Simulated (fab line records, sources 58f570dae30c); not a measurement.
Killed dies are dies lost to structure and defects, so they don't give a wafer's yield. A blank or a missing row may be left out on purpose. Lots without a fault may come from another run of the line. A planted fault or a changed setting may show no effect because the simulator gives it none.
A struck lot beside a sound one | flow berkeley_cmos170 | 17 steps out of a route of 331
Sound: wafers L645.1, L645.4, L645.5. Struck: wafers L653.1, L653.5, L653.6. The cause comes at the end.
At each step with rows: each side's tool, then ch and its chambers, then its first start. Under that, the readings that differ: sound wafers | struck wafers | difference of the means | sigmas: that difference in standard deviations of wafers without a fault.
alike: readings whose means differ by less than 2 such deviations, and words and numbers that are the same on both sides. not compared: withheld readings, readings that some wafer has no value for, bounds like >300 that may hide the same value, and numbers for which the record gives no deviation and whose values overlap.
The two part at a step that has a row with sigmas, a row that says differs or no value, or rows on one side only. Numbers that don't overlap but have no deviation are shown without sigmas and don't part them. A reading that every wafer of one side lacks parts them only if that side has two wafers or more.

UCB170_SACOX_THK_MEAS_02:
  sound on film_metro-01, day 7 20:48; struck on film_metro-01, day 9 17:41
  alike: SACOX_OXIDE_THK
then, 2 steps without rows for these wafers: UCB170_SCREENOX_WET_ETCH_00 (etches SiO2 in dHF, time 200 s); UCB170_SCREENOX_OXIDATION_01 (target thk 14.4 nm, ox time 2400 s).
UCB170_SCREENOX_THK_MEAS_02:
  sound on film_metro-02, day 8 04:54; struck on film_metro-02, day 9 22:21
  alike: SCREENOX_OXIDE_THK
then, 7 steps without rows for these wafers: UCB170_SCREENOX_ANNEAL_03 (time 900 s); UCB170_NVT_HMDS_00 (prime time 60 s); UCB170_NVT_COAT_01 (resist thk 909.7 nm); UCB170_NVT_SOFTBAKE_02 (time 60 s); UCB170_NVT_EXPOSE_03 (exposes mask PWELL, target cd 3000 nm); UCB170_NVT_PEB_04; UCB170_NVT_DEVELOP_05 (develop time 45 s).
UCB170_NVT_OVL_MEAS_06:
  sound on overlay-01, day 8 12:40; struck on overlay-02, day 10 04:43
  alike: NVT_OVL
UCB170_NVT_IMPLANT_07:
  sound on implanter-04 ch 0, day 8 12:41; struck on implanter-04 ch 0, day 10 04:45
  reading            | sound                         | struck                        | difference | sigmas
  dose_ions_cm2      | 3.008e+12 3.001e+12 3.004e+12 | 4.798e+12 4.797e+12 4.791e+12 | +1.791e+12 | +99 or more
  faraday_current_uA | 9.33 9.21 9.40                | 14.83 15.06 15.25             | +5.73      | +32
  alike: tilt_deg
UCB170_NVT_STRIP_08: strips in O2.
  sound on plasma_asher-02 ch 0,1, day 8 12:50; struck on plasma_asher-03 ch 0,1, day 10 04:54
  alike: drypump_motor_current_A, oes_product_au, strip_time_to_endpoint_s
  not compared: rf_hours_counter_h
UCB170_NVT_TW_MEAS_09:
  sound on film_metro-03, day 8 12:56; struck on film_metro-01, day 10 05:00
  reading | sound       | struck      | difference | sigmas
  NVT_TW  | 519 519 521 | 617 612 610 | +93        | +17
then, 1 step without rows for these wafers: UCB170_NVT_CLEAN_10 (cleans in SPM, time 600 s).
-- the record jumps here: 2 days lie between the struck wafers' starts before and after (it left off in module NVT and takes up again in module M3, whose first step shown is number 331 of the route) --
UCB170_M3_PROBE_99:
  sound on prober-01, day 11 05:32; struck on prober-01, day 12 15:41
  reading                             | sound             | struck            | difference | sigmas
  model.etest.nmos_0p6.r_on_ohm_um    | 2294 2298 2323    | 2463 2438 2456    | +147       |
  model.etest.nmos_0p35.r_on_ohm_um   | 1459 1486 1474    | 1550 1547 1558    | +79        |
  model.etest.nmos_turned.drive_ua_um | 574.5 574.6 572.7 | 524.1 521.4 522.3 | -51.3      |
  model.etest.nmos_0p35.drive_ua_um   | 568.7 567.3 564.7 | 513 513.8 517.5   | -52        |
  model.etest.nmos_0p6.drive_ua_um    | 416.1 416.1 419.2 | 375.3 374.3 374.8 | -42.3      |
  model.etest.nmos_narrow.drive_ua_um | 368.6 367.9 361.9 | 319.1 318.7 328.9 | -43.9      |
  model.etest.nldd.line_ohm_um        | 1244 1221 1238    | 1277 1292 1258    | +41        |
  model.etest.nldd.rs_ohm_sq          | 780.7 777 774.9   | 805.6 802 808.5   | +27.8      |

WHERE THEY PART
First at UCB170_NVT_IMPLANT_07; last, within this record, at UCB170_NVT_TW_MEAS_09.

WHY: what the simulator had put in
Process parameter drift: implanter-04, from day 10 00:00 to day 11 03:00, at UCB170_NVT_IMPLANT_07. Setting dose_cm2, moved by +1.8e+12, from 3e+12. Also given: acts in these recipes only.
